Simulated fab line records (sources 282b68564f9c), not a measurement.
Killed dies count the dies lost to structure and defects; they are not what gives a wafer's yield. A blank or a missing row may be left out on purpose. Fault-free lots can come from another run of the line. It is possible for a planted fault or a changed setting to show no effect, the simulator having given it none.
A struck lot beside a sound one -- flow rit_cmos -- 13 out of 202 route steps
Sound: wafers L902.2, L902.3, L902.5. The struck wafers were L914.1, L914.3, L914.4. The cause is given at the end.
Per side, at each step with rows, come the tool, then ch with its chambers, and then its first start. Under that, the readings that differ: sound wafers -- struck wafers -- difference of the means -- sigmas: that difference in standard deviations of wafers without a fault.
alike: same words and numbers on both sides, and readings whose means sit less than 2 such deviations apart. not compared: any withheld reading, any reading some wafer has no value for, any bound like >300 that may hide the same value, and any number with overlapping values for which the record gives no deviation.
A row with sigmas, a row that says differs or no value, or rows on one side alone: a step with any of these is where the two part. When numbers do not overlap yet have no deviation, they are printed without sigmas and do not part them. Lack of a reading on every wafer of one side parts them only where that side has two or more wafers.

RIT_ACTIVE_BOW_MEAS_00:
  sound on film_metro-03 at day 2 11:01; struck on film_metro-04 at day 4 23:00
  alike: INCOMING_BOW
then, 1 step without rows for these wafers: RIT_ACTIVE_OXIDATION_01 (target thk 46.8 nm, ox time 3360 s).
RIT_ACTIVE_THK_MEAS_02:
  sound on film_metro-02 at day 2 15:23; struck on film_metro-02 at day 5 01:03
  alike: ACTIVE_OXIDE_THK
then, 1 step without rows for these wafers: RIT_ACTIVE_CVD_03 (deposits Si3N4 from SiH2Cl2/NH3, target thk 150 nm, time 1500 s).
RIT_ACTIVE_THK_MEAS_04:
  sound on film_metro-02 at day 2 16:51; struck on film_metro-02 at day 5 02:32
  alike: ACTIVE_NITRIDE_THK
then, 5 steps without rows for these wafers: RIT_ACTIVE_HMDS_05 (prime time 60 s); RIT_ACTIVE_COAT_06 (resist thk 1000 nm); RIT_ACTIVE_SOFTBAKE_07 (time 60 s); RIT_ACTIVE_EXPOSE_08 (exposes mask M1, target cd 1400 nm); RIT_ACTIVE_PEB_09.
RIT_ACTIVE_DEVELOP_10: develop time 50 s.
  sound on litho_track-04 ch 0, day 2 17:00; struck on litho_track-03 ch 0, day 5 03:00
reading,sound,struck,difference,sigmas
developer_temp_C (C),23.15 22.96 23.17,25.21 25.32 25.37,+2.21,+24
RIT_ACTIVE_CD_MEAS_11: the cd target is 1400 nm.
  sound on cd_sem-01 at day 2 17:54; struck on cd_sem-01 at day 5 03:26
reading,sound,struck,difference,sigmas
cd_nm (nm),1400.8 1398.7 1398.3,1407.5 1409.4 1407.9,+9.0,+4
-- the record jumps here: 2 days lie between the struck wafers' starts before and after (it left off in module ACTIVE and takes up again in module M1, whose first step shown is number 202 of the route) --
RIT_M1_PROBE_99:
  the record has rows for the struck wafers here (prober-02, day 7 04:21) and none for the sound ones

WHERE THEY PART
First at RIT_ACTIVE_DEVELOP_10; last, within this record, at RIT_M1_PROBE_99.

WHY: what had been put in by the simulator
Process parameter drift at RIT_ACTIVE_DEVELOP_10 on litho_track-03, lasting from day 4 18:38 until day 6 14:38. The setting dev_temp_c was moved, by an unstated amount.
